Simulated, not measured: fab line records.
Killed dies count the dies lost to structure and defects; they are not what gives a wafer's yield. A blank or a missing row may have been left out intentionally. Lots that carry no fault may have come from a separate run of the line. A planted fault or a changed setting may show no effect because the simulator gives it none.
Split-lot experiment + flow berkeley_cmos170 + route with 331 steps; 5 lots, 23 wafers read

## ABOUT THE SPLIT
At UCB170_V2_PEB_10, the setting peb_temp_c was moved away from the recipe's 130 C on 5 of the 23 wafers read, by -1.3% to +2.1%. This setting was run at the recipe's value on the other wafers.

## FROM THE SPLIT TO THE READING: what the file shows between them, 4 steps
- UCB170_V2_DEVELOP_11: develop time 45 s
- UCB170_V2_CD_MEAS_12: target cd 700 nm
- UCB170_V2_ETCH_14: etches SiO2 in CHF3/CF4/Ar, stops on Al, target depth 1250 nm, time 291 s (also split here: rf_w)
- UCB170_V2_STRIP_15: strips in O2

## THE READING
cd_nm (nm) at UCB170_V2_CD_MEAS_90, where the cd target is 700 nm. Fault-free wafers of this fab line usually give 699.7 nm, standard deviation 1.1 nm.

| wafer  | tool, chamber at the split | peb_temp_c as run, C | against the recipe | cd_nm, nm | against lot-mates on the recipe |
|--------|----------------------------|----------------------|--------------------|-----------|---------------------------------|
| L074.2 | litho_track-03, 0          | 130                  | recipe             | 697.8     | -                               |
| L074.3 | litho_track-03, 0          | 130                  | recipe             | 697.0     | -                               |
| L074.4 | litho_track-03, 0          | 130                  | recipe             | 697.8     | -                               |
| L074.5 | litho_track-03, 0          | 130                  | recipe             | 698.3     | -                               |
| L074.6 | litho_track-03, 0          | 130                  | recipe             | 698.0     | -                               |
| L076.1 | litho_track-01, 0          | 128.3                | -1.3%              | 686.9     | -11.6                           |
| L076.2 | litho_track-01, 0          | 130                  | recipe             | 698.7     | -                               |
| L076.3 | litho_track-01, 0          | 130                  | recipe             | 697.9     | -                               |
| L076.4 | litho_track-01, 0          | 130                  | recipe             | 698.9     | -                               |
| L076.5 | litho_track-01, 0          | 128.3                | -1.3%              | 685.7     | -12.8                           |
| L078.1 | litho_track-01, 0          | 132.7                | +2.1%              | 716.6     | +16.4                           |
| L078.3 | litho_track-01, 0          | 132.7                | +2.1%              | 716.4     | +16.1                           |
| L078.4 | litho_track-01, 0          | 130                  | recipe             | 700.0     | -                               |
| L078.5 | litho_track-01, 0          | 130                  | recipe             | 700.5     | -                               |
| L078.6 | litho_track-01, 0          | 132.7                | +2.1%              | 718.6     | +18.4                           |
| L079.3 | litho_track-04, 0          | 130                  | recipe             | 700.1     | -                               |
| L079.4 | litho_track-04, 0          | 130                  | recipe             | 700.1     | -                               |
| L079.6 | litho_track-04, 0          | 130                  | recipe             | 699.3     | -                               |
| L084.2 | litho_track-03, 0          | 130                  | recipe             | 699.0     | -                               |
| L084.3 | litho_track-03, 0          | 130                  | recipe             | 702.1     | -                               |
| L084.4 | litho_track-03, 0          | 130                  | recipe             | 698.3     | -                               |
| L084.5 | litho_track-03, 0          | 130                  | recipe             | 697.0     | -                               |
| L084.6 | litho_track-03, 0          | 130                  | recipe             | 700.4     | -                               |

FIT RESULTS
A straight line over all 23 wafers: cd_nm changes by +9 nm for each +1% of peb_temp_c; r = +0.99; the points scatter about the line by 1.3 nm.
The same after taking each lot's own level away (the mean of its wafers on the recipe; 23 wafers): +8.44 nm for each +1%; r = +0.99; scatter 1.1 nm.
On that fit, the largest move of peb_temp_c shifts the reading by 18 nm.
Across the lots, their own levels run from 697.78 to 700.25 nm, a range of 2.2 times the standard deviation given above.
Consequently the slope shifts little with the lot-to-lot level, the two slopes agreeing.
Check: for one of the wafers moved furthest among these (+2.1%), held out of the fit, the line's prediction against its lot-mates is +17.7 nm. Against them it came out at +16.4 nm.

## FURTHER SPLITS ON THESE WAFERS
Before the reading, these wafers also passed through other splits. Each is held against what the fit with the lots' levels taken away leaves over:
| other split on the same wafers         | wafers away from the commonest value | r with cd_nm (lot level and that fit taken away) |
|----------------------------------------|--------------------------------------|--------------------------------------------------|
| UCB170_M1_SPUTTER_00 power_w           | 8                                    | +0.10                                            |
| UCB170_M2_SPUTTER_01 time_s            | 6                                    | -0.21                                            |
| UCB170_M2_METAL_ETCH_18 over_etch_frac | 8                                    | -0.10                                            |
| UCB170_V2_ETCH_14 rf_w                 | 10                                   | +0.32                                            |

## THE WHOLE CHAIN: every reading that the file lists as answering this split, in the file's order
| step                 | what it does                                                              | reading                                                   | change (the file's fit)              | r (the file's) |
|----------------------|---------------------------------------------------------------------------|-----------------------------------------------------------|--------------------------------------|----------------|
| UCB170_V2_CD_MEAS_12 | target cd 700 nm                                                          | cd_nm                                                     | +8.23 nm for each +1% of the setting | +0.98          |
| UCB170_V2_ETCH_14    | etches SiO2 in CHF3/CF4/Ar, stops on Al, target depth 1250 nm, time 291 s | V2.cd_nm (the simulator's own value, which no gauge read) | +8.51 nm for each +1% of the setting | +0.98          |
| UCB170_V2_CD_MEAS_90 | target cd 700 nm                                                          | cd_nm                                                     | +8.49 nm for each +1% of the setting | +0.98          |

## THE FILE'S OWN FIT
cd_nm changes by +8.49 nm for each +1% of peb_temp_c, r = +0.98.
